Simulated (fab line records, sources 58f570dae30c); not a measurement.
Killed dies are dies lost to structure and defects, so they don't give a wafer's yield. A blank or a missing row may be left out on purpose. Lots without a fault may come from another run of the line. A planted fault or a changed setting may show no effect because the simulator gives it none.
Problem report in the 8D (eight disciplines) form, filled by code | flow berkeley_cmos170 | the parts of the form that need people (team, actions taken, sign-off) are left out

1. THE PROBLEM
cd_nm at UCB170_M1_CD_MEAS_90 reads a mean of 674.2 nm on 4 wafers of 3 lots; wafers without a fault read 698.9 nm with a standard deviation of 2.9. That is -8.5 standard deviations from the usual mean.
The step: target cd 700 nm.
First seen on wafer L777.4, day 10 05:27, on cd_sem-02. The record holds 45 wafers of 15 lots with a number at this step. Rule for "out", or "out of limits": more than 4 standard deviations from the usual mean. The other wafers with a number count as sound.

2. WHAT IT IS AND WHAT IT IS NOT
question                    | is                             | is not
which readings at this step | cd_nm                          | -
which lots                  | L777, L781, L783               | L766, L768, L769, L770, L771, L772, L774, L775, L779, L785, L786, L787
which wafers of those lots  | L777.4, L781.5, L783.2, L783.6 | L777.2, L777.3, L781.2, L781.4, L783.5
read on which gauges        | cd_sem-01, cd_sem-02           | -
when                        | from day 10 05:27              | up to then (29 sound wafers); but 12 sound wafers of L781, L783, L785, L786, L787 came after

3. SUSPECTS, AND WHAT RULES EACH OUT
Counting: a tool at a process step up to the reading stays a suspect if it ran every lot that is out. Sound lots after the first of them don't rule it out here, since some wafers of a struck lot are sound.
- the gauge at UCB170_M1_CD_MEAS_90: ruled out. The wafers that are out were read on 2 gauges (cd_sem-01, cd_sem-02).
- rie_metal-03 at UCB170_M1_METAL_ETCH_12 (etches Al in Cl2/BCl3, stops on PSG, target depth 780 nm, time 130 s): kept. It ran every lot that is out, first L777 (day 10 05:12); its last sound lot up to then is L779 (day 10 04:23). Its own readings are out on those wafers: oes_product_au, run_length_s.
- Within rie_metal-03 at UCB170_M1_METAL_ETCH_12: the wafers that are out ran in chamber 0; their sound lot-mates ran in chamber 1.
Left after counting: rie_metal-03 at UCB170_M1_METAL_ETCH_12.

4. THE CAUSE (what the simulator had put in)
Process parameter drift: rie_metal-03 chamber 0, from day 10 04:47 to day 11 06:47, at UCB170_M1_METAL_ETCH_12. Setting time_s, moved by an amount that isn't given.
Counting left only this tool.

5. THE CHAIN OF EFFECTS, in route order
Each row: a reading whose mean over the struck wafers that have a number lies more than 3 standard deviations from the usual. Only readings for which the record gives a usual standard deviation are gone through. hours: the time from each lot's start at the first step in this table that gives one to its start at this step, as a median over the lots. sigmas: the change in usual standard deviations.
hours | step                    | reading        | usual      | on struck wafers | change | sigmas
0     | UCB170_M1_METAL_ETCH_12 | oes_product_au | 0.860 a.u. | 0.672            | -0.188 | -13
0     | UCB170_M1_METAL_ETCH_12 | run_length_s   | 158.5 s    | 247.2            | +88.7  | +99 or more
0     | UCB170_M1_STRIP_13      | oes_product_au | 0.720 a.u. | 0.481            | -0.239 | -48
0     | UCB170_M1_CD_MEAS_90    | cd_nm          | 698.9 nm   | 674.2            | -24.7  | -8.5
The process steps in it:
- UCB170_M1_METAL_ETCH_12: etches Al in Cl2/BCl3, stops on PSG, target depth 780 nm, time 130 s.
- UCB170_M1_STRIP_13: strips in O2.
Later measuring or inspecting steps at which every struck wafer that the step has a row for has a number for every such reading, and none has moved that far: UCB170_V1_THK_MEAS_04.

6. WHAT WOULD HAVE CAUGHT IT SOONER
In this record the first reading out of limits at a measuring or inspecting step was taken at day 10 05:27, 1 hour after the fault began at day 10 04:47.
The tool's own readings at UCB170_M1_METAL_ETCH_12 were out on every struck wafer that the step has a row for (oes_product_au, run_length_s): an alarm limit on them would have fired on the first of those.
Of the lots that are out (3), L781, L783 began UCB170_M1_METAL_ETCH_12 on rie_metal-03 after day 10 05:27. A hold on the tool at that time would have spared those 2.
